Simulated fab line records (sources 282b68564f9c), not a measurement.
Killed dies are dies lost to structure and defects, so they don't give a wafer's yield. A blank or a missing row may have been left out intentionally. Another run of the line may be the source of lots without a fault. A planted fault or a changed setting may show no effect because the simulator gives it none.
A lot that was struck, set against a sound lot | flow rit cmos | 14 out of 202 route steps
Sound: the wafers L466.2, L466.3, L466.5. Struck: wafers L458.1, L458.3, L458.6. The cause is named last.
Each step with rows lists, per side, the tool, then ch with its chambers, then its first start. Under that, the readings that differ: sound wafers | struck wafers | difference of the means | sigmas: that difference in standard deviations of wafers without a fault.
alike: readings whose means differ by less than 2 such deviations, and words and numbers that are the same on both sides. not compared: withheld readings, readings that some wafer has no value for, bounds like >300 that may hide the same value, and numbers for which the record gives no deviation and whose values overlap.
A row with sigmas, a row that says differs or no value, or rows on one side alone: a step with any of these is where the two part. When numbers do not overlap yet have no deviation, they are printed without sigmas and do not part them. A reading missing from all wafers of one side parts the sides only when that side holds two or more wafers.

first, 1 step without rows for these wafers: RIT_SILICIDE_WET_ETCH_00 (etches SiO2 in BOE, target depth 14 nm, time 15 s).
RIT_SILICIDE_SPUTTER_01: material Ti, target thk 30 nm, time 240 s.
  struck on pvd sputter-04, day 5 05:12; sound on pvd sputter-03, day 6 19:34
  alike: throttle valve pct
RIT_SILICIDE_RS_MEAS_02: a four-point-probe measurement.
  struck on film metro-03, day 5 05:21; sound on film metro-02, day 6 19:44
  alike: SILICIDE_TI_RS
RIT_SILICIDE_THK_MEAS_03: measures by xrf.
  struck on film metro-03, day 5 05:28; sound on film metro-02, day 6 19:51
  alike: SILICIDE_TI_THK
RIT_SILICIDE_RTA_04: time 10 s, ramp up 5 s, ramp down 5 s.
  sound on rtp anneal-02 ch 0, day 6 19:55; struck on rtp anneal-02 ch 0, day 5 05:32
  alike: wafer_temp_C_max
then, 1 step without rows for these wafers: RIT_SILICIDE_WET_ETCH_05 (etches Ti in SPM, time 120 s).
RIT_SILICIDE_RTA_06: time 10 s, ramp up 5 s, ramp down 10 s.
  sound on rtp anneal-01 ch 0, day 6 20:01; struck on rtp anneal-01 ch 0, day 5 05:38
  alike: wafer_temp_C_max
RIT_CONTACT_CVD_00: deposits SiO2 from TEOS, target thk 400 nm, time 61 s.
  sound on pecvd-03 ch 1,2, day 6 20:05; struck on pecvd-04 ch 0,1,2, day 5 05:43
  alike: heater power w, susceptor temp C
RIT_CONTACT_THK_MEAS_01:
  struck on film metro-01, day 5 05:46; sound on film metro-01, day 6 20:08
  alike: CONTACT_TEOS_THK
then, 3 steps without rows for these wafers: RIT_CONTACT_HMDS_02 (prime time 60 s); RIT_CONTACT_COAT_03 (resist thk 1000 nm); RIT_CONTACT_SOFTBAKE_04 (time 60 s).
RIT_CONTACT_EXPOSE_05: exposes mask M11, target cd 1000 nm.
  sound on iline stepper-01 ch 0, day 6 20:40; struck on iline stepper-02, day 5 06:16
  no value came back on the struck wafers for exposure dose mJ cm2, focus offset nm (nm), stage vel mm s (mm/s); on the sound wafers exposure dose mJ cm2 reads 249.95 250.18 249.88
  alike: mask
then, 1 step without rows for these wafers: RIT_CONTACT_PEB_06.

== WHERE THEY PART ==
Only at RIT_CONTACT_EXPOSE_05, as far as this record shows.

WHY: what had been put in by the simulator
Entire step skipped (iline stepper-02, RIT_CONTACT_EXPOSE_05), from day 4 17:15 onward. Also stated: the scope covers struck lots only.
